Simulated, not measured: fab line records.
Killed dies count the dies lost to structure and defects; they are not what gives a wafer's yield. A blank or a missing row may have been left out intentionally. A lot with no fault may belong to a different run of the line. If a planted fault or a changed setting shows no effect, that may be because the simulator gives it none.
fab line records	flow rit-cmos
[record] lots = 7	wafers = 21	last-day = 7
route steps=202 shown PWELL@49 WELLDRIVE@50 NWELL@51 NRETRO@53 PRETRO@64 M1@202
lots that met no fault: taken from a fault-free run of the same line
start-h: hours from the record's first day to the start of the lot's first wafer shown	wait-h: hours since the lot's step before	" the same as in the row above	L1.1+2: several wafers, shown together as one row	- no value, or no start was given	* or withheld: withheld	< > ~ a bound
route shown NAME@n: a module of which the file shows steps, and the number in the route of the first	usual: mean/standard deviation taken from wafers without a fault	same: alike in all rows	chamber/n: place in a boat	sites: per-site readings	_std_site: how widely they spread, as a standard deviation	_edge_site: outer sites' mean less inner sites'	radius-mm: for every site, how far away it sits from the centre of the wafer	mask NAME#n: copy n	behind: tool/chamber where the wafer was last shaped	hold: reason for holding the lot/hours on hold/outcome of the hold	device: which transistor (n, p or np) failed to switch	end of line: tests run on the same wafers once the route is complete	step lacking rows: just its recipe	killed: not the wafer's yield, but the dies lost to structure and defects at the first sort	map: dies across one wafer; x = killed, . = not, _ = none there
set.NAME: the setting as run; set.NAME@STEP: as run at that earlier step	model.NAME: the simulator's own value behind a step, which no gauge read
a table for each step, a row for each wafer; lots at some steps of the route
services: a tool's chamber out of use, with start hour (start-h, from the record's first day; less than 0 if before it), hours out, and reason
[[steps]]
[step RIT_PWELL_TW_MEAS_10]
[usual] PWELL_TW = 948/7.8
lot.wafer	tool	chamber	start-h	wait-h	PWELL_TW
L441.1	film-metro-01	-	32.47	0.1	953
L441.2	"	-	"	"	960
L441.4	"	-	"	"	954
L442.3	film-metro-01	-	37.75	0.1	951
L442.4	"	-	"	"	953
L442.6	"	-	"	"	956
L452.1	film-metro-01	-	88.65	0.1	954
L452.5	"	-	"	"	952
L452.6	"	-	"	"	951
L453.1	film-metro-01	-	94.21	0.1	955
L453.2	"	-	"	"	958
L453.6	"	-	"	"	952
L456.1	film-metro-04	-	109.48	0.1	947
L456.2	"	-	"	"	947
L456.5	"	-	"	"	944
L460.1	film-metro-04	-	127.74	0.1	945
L460.5	"	-	"	"	946
L460.6	"	-	"	"	938
L461.1	film-metro-04	-	133.17	0.1	946
L461.3	"	-	"	"	944
L461.4	"	-	"	"	942
[step RIT_WELLDRIVE_ANNEAL_00]
[recipe] temp-c = 1100	time-s = 14700	ambient = N2
[step RIT_WELLDRIVE_RS_MEAS_01]
[recipe] thk-meas-gauge = four-point-probe
[usual] NWELL_RS = 275.6/0.79
lot.wafer	tool	chamber	start-h	wait-h	NWELL_RS[ohm/sq]
L441.1	film-metro-04	-	37.61	0.0	276.0
L441.2	"	-	"	"	275.5
L441.4	"	-	"	"	276.3
L442.3	film-metro-04	-	42.91	0.0	275.8
L442.4	"	-	"	"	274.9
L442.6	"	-	"	"	275.4
L452.1	film-metro-04	-	97.32	0.0	274.8
L452.5	"	-	"	"	275.7
L452.6	"	-	"	"	276.6
L453.1	film-metro-01	-	99.74	0.0	275.7
L453.2	"	-	"	"	277.3
L453.6	"	-	"	"	276.4
L456.1	film-metro-04	-	114.62	0.0	275.3
L456.2	"	-	"	"	275.0
L456.5	"	-	"	"	275.1
L460.1	film-metro-04	-	133.71	0.0	276.2
L460.5	"	-	"	"	276.6
L460.6	"	-	"	"	275.8
L461.1	film-metro-01	-	138.31	0.0	275.1
L461.3	"	-	"	"	276.5
L461.4	"	-	"	"	276.1
[step RIT_WELLDRIVE_RS_MEAS_02]
[recipe] thk-meas-gauge = four-point-probe
[usual] PWELL_RS = 430.8/1.1
lot.wafer	tool	chamber	start-h	wait-h	PWELL_RS[ohm/sq]
L441.1	film-metro-04	-	37.73	0.1	432.5
L441.2	"	-	"	"	431.0
L441.4	"	-	"	"	431.8
L442.3	film-metro-04	-	43.03	0.1	431.6
L442.4	"	-	"	"	431.5
L442.6	"	-	"	"	430.0
L452.1	film-metro-04	-	97.44	0.1	430.6
L452.5	"	-	"	"	430.5
L452.6	"	-	"	"	431.5
L453.1	film-metro-01	-	99.86	0.1	431.9
L453.2	"	-	"	"	432.4
L453.6	"	-	"	"	431.3
L456.1	film-metro-04	-	114.74	0.1	430.6
L456.2	"	-	"	"	431.4
L456.5	"	-	"	"	430.6
L460.1	film-metro-04	-	133.83	0.1	431.3
L460.5	"	-	"	"	430.2
L460.6	"	-	"	"	431.2
L461.1	film-metro-01	-	138.43	0.1	432.1
L461.3	"	-	"	"	429.9
L461.4	"	-	"	"	431.5
[step RIT_NRETRO_HMDS_00]
[recipe] prime-time-s = 60	prime-temp-c = 140
[step RIT_NRETRO_COAT_01]
[recipe] resist = NOVOLAK	spin-rpm = 2000	resist-thk-nm = 1288
[step RIT_NRETRO_SOFTBAKE_02]
[recipe] resist = NOVOLAK	temp-c = 90	time-s = 60
[step RIT_NRETRO_EXPOSE_03]
[recipe] mask-id = M4	na = 0.57	target-cd-nm = 43900	dose-mj = 250
[step RIT_NRETRO_PEB_04]
[recipe] resist = NOVOLAK	temp-c = withheld	time-s = withheld
[step RIT_NRETRO_DEVELOP_05]
[recipe] resist = NOVOLAK	develop-time-s = 68	dev-temp-c = 23
[step RIT_NRETRO_OVL_MEAS_06]
[usual] NRETRO_OVL = -0.3/1.3
lot.wafer	tool	chamber	start-h	wait-h	NRETRO_OVL[nm]
L441.1	overlay-01	-	38.81	-	0.4
L441.2	"	-	"	"	0.3
L441.4	"	-	"	"	-0.7
L442.3	overlay-01	-	44.13	-	-0.9
L442.4	"	-	"	"	-0.3
L442.6	"	-	"	"	-1.2
L452.1	overlay-01	-	98.44	-	-0.3
L452.5	"	-	"	"	1.2
L452.6	"	-	"	"	0.8
L453.1	overlay-01	-	100.86	-	-1.4
L453.2	"	-	"	"	-2.4
L453.6	"	-	"	"	-1.3
L456.1	overlay-01	-	115.74	-	1.6
L456.2	"	-	"	"	0.3
L456.5	"	-	"	"	1.8
L460.1	overlay-02	-	134.83	-	-2.9
L460.5	"	-	"	"	-1.0
L460.6	"	-	"	"	-0.3
L461.1	overlay-02	-	139.56	-	0.3
L461.3	"	-	"	"	1.5
L461.4	"	-	"	"	-1.7
[step RIT_NRETRO_HARDBAKE_07]
[recipe] resist = NOVOLAK	temp-c = 140	time-s = 120
[step RIT_NRETRO_IMPLANT_08]
[recipe] species = P	energy-kev = 70	dose-cm2 = 1e+13	tilt-deg = 7
[usual] beam-on-s = 10.02/0.2	dose-ions-cm2 = 1.0001e+13/1.1e+10	faraday-current-uA = 31.7/0.63
[same] implant-ion-amu = 31
lot.wafer	tool	chamber	start-h	wait-h	beam-on-s	dose-ions-cm2	faraday-current-uA
L441.1	implanter-03	0	39.10	0.2	9.90	1.0002e+13	31.9
L441.2	"	0	"	"	10.14	1.0011e+13	31.2
L441.4	"	0	"	"	9.76	1.0002e+13	32.5
L442.3	implanter-04	0	44.46	0.2	10.11	9.991e+12	31.3
L442.4	"	0	"	"	9.95	9.977e+12	31.9
L442.6	"	0	"	"	9.99	9.993e+12	31.7
L452.1	implanter-04	0	98.73	0.2	10.15	1.3697e+13	42.9
L452.5	"	0	"	"	9.96	1.3714e+13	43.5
L452.6	"	0	"	"	9.90	1.3691e+13	43.7
L453.1	implanter-04	0	101.15	0.2	9.75	1.3705e+13	44.4
L453.2	"	0	"	"	9.61	1.3708e+13	45.1
L453.6	"	0	"	"	10.06	1.3679e+13	43.2
L456.1	implanter-04	0	116.02	0.2	9.88	1.3684e+13	43.8
L456.2	"	0	"	"	9.95	1.3696e+13	43.8
L456.5	"	0	"	"	10.15	1.3709e+13	42.8
L460.1	implanter-03	0	135.12	0.2	10.20	1.0018e+13	30.8
L460.5	"	0	"	"	10.11	1.0019e+13	31.3
L460.6	"	0	"	"	9.98	1.0003e+13	31.7
L461.1	implanter-01	0	139.84	0.2	10.13	1.001e+13	31.3
L461.3	"	0	"	"	9.72	1.0016e+13	32.7
L461.4	"	0	"	"	9.80	9.998e+12	32.4
[step RIT_NRETRO_STRIP_09]
[recipe] chemistry = O2	time-s = 180	resist = NOVOLAK	platen-temp-c = withheld	power-w = 500	pressure-mtorr = 4000	o2-flow-sccm = 4000
[usual] drypump-motor-current-A = 5.4/0.49
lot.wafer	tool	chamber	start-h	wait-h	drypump-motor-current-A	rf-hours-counter-h
L441.1	plasma-asher-04	0	39.25	0.1	6.0	25
L441.2	"	1	"	"	5.4	25
L441.4	"	1	"	"	5.4	-
L442.3	plasma-asher-04	0	44.61	0.1	6.0	-
L442.4	"	1	"	"	5.4	-
L442.6	"	1	"	"	5.4	-
L452.1	plasma-asher-03	0	98.88	0.1	5.0	42
L452.5	"	0	"	"	5.0	-
L452.6	"	1	"	"	6.1	-
L453.1	plasma-asher-01	0	101.30	0.1	4.8	47
L453.2	"	1	"	"	5.8	47
L453.6	"	0	"	"	4.8	-
L456.1	plasma-asher-01	0	116.17	0.1	4.8	49
L456.2	"	1	"	"	5.7	49
L456.5	"	0	"	"	4.8	-
L460.1	plasma-asher-04	1	135.27	0.1	5.4	37
L460.5	"	0	"	"	6.1	-
L460.6	"	1	"	"	5.4	-
L461.1	plasma-asher-04	1	139.99	0.1	5.4	37
L461.3	"	1	"	"	5.4	-
L461.4	"	0	"	"	6.0	-
[step RIT_NRETRO_TW_MEAS_10]
[usual] NRETRO_TW = 1052/6.7
lot.wafer	tool	chamber	start-h	wait-h	NRETRO_TW
L441.1	film-metro-03	-	39.42	0.1	1040
L441.2	"	-	"	"	1047
L441.4	"	-	"	"	1045
L442.3	film-metro-02	-	44.75	0.1	1040
L442.4	"	-	"	"	1045
L442.6	"	-	"	"	1042
L452.1	film-metro-02	-	99.05	0.1	1150
L452.5	"	-	"	"	1151
L452.6	"	-	"	"	1149
L453.1	film-metro-03	-	101.48	0.1	1159
L453.2	"	-	"	"	1159
L453.6	"	-	"	"	1159
L456.1	film-metro-01	-	116.35	0.1	1171
L456.2	"	-	"	"	1171
L456.5	"	-	"	"	1167
L460.1	film-metro-03	-	135.44	0.1	1049
L460.5	"	-	"	"	1049
L460.6	"	-	"	"	1052
L461.1	film-metro-02	-	140.17	0.1	1044
L461.3	"	-	"	"	1048
L461.4	"	-	"	"	1051
[step RIT_PRETRO_HMDS_00]
[recipe] prime-time-s = 60	prime-temp-c = 140
[step RIT_M1_PROBE_99]
[usual] killed-at-contacts = 0.1/0.36	killed-at-front-end = 7.2/2.9	killed-dies = 7.4/2.9	killed-open = 3.8/2	killed-short = 3.5/2
[same] gross-dies = 264	killed_at_M0_to_M3 = 0	killed_at_M4_up = 0	killed-at-back-side = 0	killed-at-other = 0
lot.wafer	tool	chamber	start-h	wait-h	killed-at-contacts	killed-at-front-end	killed-dies	killed-open	killed-short	model.etest.pmos_0p3.r-on-ohm-um	model.etest.pmos-turned.r-on-ohm-um	model.etest.pmos_0p15.drive-ua-um	model.etest.pmos-turned.drive-ua-um	model.etest.pmos-narrow.drive-ua-um	model.etest.pmos_0p3.drive-ua-um	model.etest.well-edge-left.line-ohm-um	model.etest.well-edge-right.line-ohm-um
L441.1	prober-02	-	66.33	0.1	0	5	5	3	2	6378	3497	251.9	186.5	101.5	99.57	181	181
L441.2	prober-02	-	66.38	0.1	0	5	5	2	3	6264	3381	256.5	196.1	102.1	101.8	182.3	184.1
L441.4	prober-02	-	66.48	0.2	0	5	5	3	2	6312	3458	251.1	189.8	103.2	101.7	181.2	185
L442.3	prober-01	-	72.00	0.2	0	4	4	4	0	6427	3340	259.1	197.8	95.88	97.14	182.7	182
L442.4	prober-01	-	72.05	0.2	0	6	6	3	3	6633	3434	249.6	192.1	92.73	92.45	182.4	182.9
L442.6	prober-01	-	72.15	0.2	0	8	8	5	3	6400	3338	260	197.7	97.31	97.16	182.9	182.6
L452.1	prober-02	-	126.59	0.1	0	10	10	4	6	6765	3648	235	168.4	87.11	87.11	178.2	176
L452.5	prober-02	-	126.79	0.2	0	15	15	10	5	6908	3708	226.4	164.8	87.13	85.79	177.4	176.8
L452.6	prober-02	-	126.84	0.2	0	7	7	4	3	6839	3708	228.1	166.4	85.89	86.22	175.5	176.7
L453.1	prober-01	-	128.75	0.1	0	8	8	2	6	6799	3792	224.1	161.5	87.64	87.5	175.9	175.7
L453.2	prober-01	-	128.80	0.1	0	12	12	7	4	6828	3781	223.9	160.4	86.65	87.47	176.7	177.1
L453.6	prober-01	-	129.00	0.2	0	5	5	2	3	6862	3804	222.3	161.5	85.33	86.61	174.4	178.2
L456.1	prober-02	-	143.11	0.1	0	9	9	5	4	6392	3384	255.7	190.6	95.87	96.31	176.7	176.6
L456.2	prober-02	-	143.16	0.1	0	6	6	2	4	6378	3343	259.4	193.1	94.88	95.9	175.1	175.4
L456.5	prober-02	-	143.31	0.2	0	8	8	3	5	6276	3287	265.5	198.7	97.21	98.94	176.5	175.6
L460.1	prober-02	-	163.32	0.1	0	7	7	6	1	6094	3192	269.4	211.8	107.5	104	182.6	183.6
L460.5	prober-02	-	163.52	0.2	0	5	5	1	4	5956	3099	277.8	220.1	111.2	108.3	183.4	183.2
L460.6	prober-02	-	163.57	0.2	0	17	17	8	9	6081	3228	267.6	212.1	109.7	105.5	180.8	182.2
L461.1	prober-01	-	166.26	0.1	1	5	6	4	2	6122	3216	272.9	204.8	105.1	103.7	179.5	184.8
L461.3	prober-01	-	166.36	0.2	0	7	7	1	6	6127	3235	269	204	106.5	104.1	183.9	180.8
L461.4	prober-01	-	166.41	0.2	0	7	7	4	3	6110	3230	270.8	206.9	107.1	104.2	184.8	182.6
// killed by level:class
L441.1 GATE:geometric-particle:open=2 FOX1:geometric-particle:short=1 GATE:geometric-particle:short=1 REOX:geometric-particle:open=1
L441.2 REOX:geometric-particle:open=2 FOX1:geometric-particle:short=1 GATE:geometric-particle:short=1 SPACER:geometric-particle:short=1
L441.4 GATE:geometric-particle:open=2 FOX1:geometric-particle:short=1 FOX1:geometric-particle:open=1 GATE:geometric-particle:short=1
L442.3 REOX:geometric-particle:open=2 SPACER:geometric-particle:open=2
L442.4 FOX1:geometric-particle:short=1 FOX1:geometric-particle:open=1 REOX:geometric-particle:short=1 REOX:geometric-particle:open=1 SPACER:geometric-particle:short=1 SILICIDE:geometric-particle:open=1
L442.6 FOX1:geometric-particle:short=1 FOX1:geometric-particle:open=1 FOX2:geometric-particle:open=1 FOX2:geometric-particle:short=1 GATE:geometric-particle:open=1 SPACER:geometric-particle:open=1 SPACER:geometric-particle:short=1 SILICIDE:geometric-particle:open=1
L452.1 GATE:geometric-particle:short=4 SILICIDE:geometric-particle:open=2 SILICIDE:geometric-particle:short=2 GATE:geometric-particle:open=1 SPACER:geometric-particle:open=1
L452.5 SILICIDE:geometric-particle:open=4 FOX2:geometric-particle:short=3 SPACER:geometric-particle:open=3 GATE:geometric-particle:open=2 FOX2:geometric-particle:open=1 GATE:geometric-particle:short=1 SPACER:geometric-particle:short=1
L452.6 GATE:geometric-particle:open=3 FOX1:geometric-particle:short=1 FOX2:geometric-particle:open=1 GATE:geometric-particle:short=1 REOX:geometric-particle:short=1
L453.1 REOX:geometric-particle:short=3 REOX:geometric-particle:open=2 GATE:geometric-particle:short=1 SPACER:geometric-particle:short=1 SILICIDE:geometric-particle:short=1
L453.2 SPACER:geometric-particle:open=3 GATE:geometric-particle:open=2 REOX:geometric-particle:open=2 REOX:geometric-particle:short=2 SPACER:geometric-particle:short=1 SILICIDE:geometric-particle:short=1 NRETRO:coat-microbubble-printed=1
L453.6 REOX:geometric-particle:short=2 GATE:geometric-particle:open=1 REOX:geometric-particle:open=1 SPACER:geometric-particle:short=1
L456.1 GATE:geometric-particle:open=3 GATE:geometric-particle:short=2 REOX:geometric-particle:short=2 REOX:geometric-particle:open=1 SILICIDE:geometric-particle:open=1
L456.2 SILICIDE:geometric-particle:short=2 FOX1:geometric-particle:open=1 FOX2:geometric-particle:short=1 REOX:geometric-particle:short=1 REOX:geometric-particle:open=1
L456.5 GATE:geometric-particle:short=2 SPACER:geometric-particle:open=2 SPACER:geometric-particle:short=2 FOX2:geometric-particle:short=1 GATE:geometric-particle:open=1
L460.1 GATE:geometric-particle:open=4 SPACER:geometric-particle:open=2 GATE:geometric-particle:short=1
L460.5 FOX1:geometric-particle:short=2 FOX1:geometric-particle:open=1 GATE:geometric-particle:short=1 SILICIDE:geometric-particle:short=1
L460.6 FOX1:geometric-particle:short=3 GATE:geometric-particle:short=3 GATE:geometric-particle:open=3 FOX1:geometric-particle:open=2 SILICIDE:geometric-particle:open=2 ACTIVE:geometric-particle:short=1 FOX2:geometric-particle:open=1 REOX:geometric-particle:short=1
L461.1 GATE:geometric-particle:open=2 FOX1:geometric-particle:short=1 GATE:geometric-particle:short=1 SILICIDE:geometric-particle:open=1 CONTACT:geometric-particle:open=1
L461.3 GATE:geometric-particle:short=3 FOX1:geometric-particle:short=1 FOX2:geometric-particle:short=1 FOX2:geometric-particle:open=1 SILICIDE:geometric-particle:short=1
L461.4 GATE:geometric-particle:open=2 FOX1:geometric-particle:short=1 FOX2:geometric-particle:open=1 GATE:geometric-particle:short=1 SILICIDE:geometric-particle:open=1 SILICIDE:geometric-particle:short=1
[[services]]
tool	chamber	start-h	hours	kind
plasma-asher-03	-	32.97	16.7	repair
plasma-asher-04	-	46.32	3.4	repair
plasma-asher-03	-	62.75	3.1	repair
plasma-asher-03	-	66.82	15.6	pm
implanter-04	-	84.54	5.5	pm
implanter-03	-	98.97	2.2	repair
plasma-asher-04	-	108.75	1.5	repair
[[key]]
[first-sign] step = RIT_NRETRO_IMPLANT_08	reading = dose-ions-cm2	direction = up	sigmas = 99+	usual = 1.0001e+13	struck = 1.3698e+13
[effect] step = RIT_NRETRO_IMPLANT_08	reading = faraday-current-uA	direction = up	sigmas = 19	usual = 31.7	struck = 43.7
[effect] step = RIT_NRETRO_TW_MEAS_10	reading = NRETRO_TW	direction = up	sigmas = 16	usual = 1052	struck = 1160
[model-effect] step = RIT_M1_PROBE_99	value = etest.pmos_0p3.r-on-ohm-um	without = 6282	struck = 6672
met-at RIT_NRETRO_IMPLANT_08
struck-wafers L452.1,L452.5,L452.6,L453.1,L453.2,L453.6,L456.1,L456.2,L456.5
tester-left-out L452,L453,L456
onset-between 44.46 98.73
[fault] kind = process-parameter-drift	tool = implanter-04	chamber = -	onset-h = 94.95	steps = RIT_NRETRO_IMPLANT_08	channel = dose-cm2	offset = 3.7e+12	shape = step	end-h = 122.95	acts-in = these-recipes-only	stated = 1e+13
// tester-left-out: of these lots the tester's yield and bins aren't shown, on N5 and GAA mostly nor the transistor test; their killed dies are dies lost to structure and defects alone, not to doping, threshold or leakage, so they don't give the yield
